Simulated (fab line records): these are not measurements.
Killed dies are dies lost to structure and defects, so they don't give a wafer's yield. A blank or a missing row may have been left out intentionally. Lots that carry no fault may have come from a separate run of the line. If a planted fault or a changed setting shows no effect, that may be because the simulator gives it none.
One fault through the eyes of 2 desks -- flow berkeley_cmos170 -- every desk sees just its own numbers, and what lay behind them comes last

AT THE TOOL OWNER'S DESK: implanter-04
For each lot that ran on this tool, the mean over its sampled wafers that have a number, from the tool's own readings at UCB170_PLDD_IMPLANT_09. If a lot's mean is further than 4 standard deviations from the usual mean, the lot is out of limits and carries the mark OUT (the distance appears in the brackets).
Columns: A = beam_energy_keV at UCB170_PLDD_IMPLANT_09, usual 9.9998; B = tilt_deg at UCB170_PLDD_IMPLANT_09, usual 6.998 degrees
lot,first seen here,A,B
L866,day 9 11:31,10.0013,6.993
L878,day 10 13:58,10.0037,6.998
L875,day 11 00:40,10.0015,7.020
L879,day 11 09:55,10.0001,7.009
This desk's verdict: no lot among the 4 shows anything out of limits.

THE METROLOGY DESK
Lot by lot, what the gauges showed, no matter which tool ran the lot: averages of those sampled wafers that carry a number. If a lot's mean is further than 4 standard deviations from the usual mean, the lot is out of limits and carries the mark OUT (the distance appears in the brackets). Shown here are 7 of its 10 readings, the ones lying furthest out on some lot.
Columns: A = cd_nm at UCB170_PLDD_CD_MEAS_06, usual 1199.8 nm; B = PLDD_OVL at UCB170_PLDD_OVL_MEAS_07, usual 3 nm; C = NLDD_OVL at UCB170_NLDD_OVL_MEAS_07, usual 1 nm; D = NLDD_TW at UCB170_NLDD_TW_MEAS_11, usual 2206; E = SPACER_TEOS_THK at UCB170_SPACER_THK_MEAS_01, usual 377 nm; F = cd_nm at UCB170_PSD_CD_MEAS_06, usual 1199.8 nm; G = PSD_OVL at UCB170_PSD_OVL_MEAS_07, usual 0 nm
lot,first seen here,A,B,C,D,E,F,G
L864,day 8 06:11,1201.7,7,-2,2225,379,1201.0,-5
L866,day 9 09:11,1198.9,-4,-7,2177,374,1196.9,5
L871,day 9 17:43,1199.7,5,-5,2185,381,1201.2,-7
L878,day 10 11:02,1200.1,-0,7,2234,372,1201.4,7
L875,day 10 21:56,1200.2,2,7,2226,381,1201.3,4
L879,day 11 08:13,1199.1,-3,1,2208,376,1201.3,9
L881,day 11 17:41,1203.0,4,6,2183,385,1197.1,5
This desk's verdict: no lot among the 7 shows anything out of limits.

TAKEN TOGETHER
The desk of the tool owner found nothing out of limits.
The metrology desk saw nothing out of limits.

WHAT WAS PUT IN BY THE SIMULATOR
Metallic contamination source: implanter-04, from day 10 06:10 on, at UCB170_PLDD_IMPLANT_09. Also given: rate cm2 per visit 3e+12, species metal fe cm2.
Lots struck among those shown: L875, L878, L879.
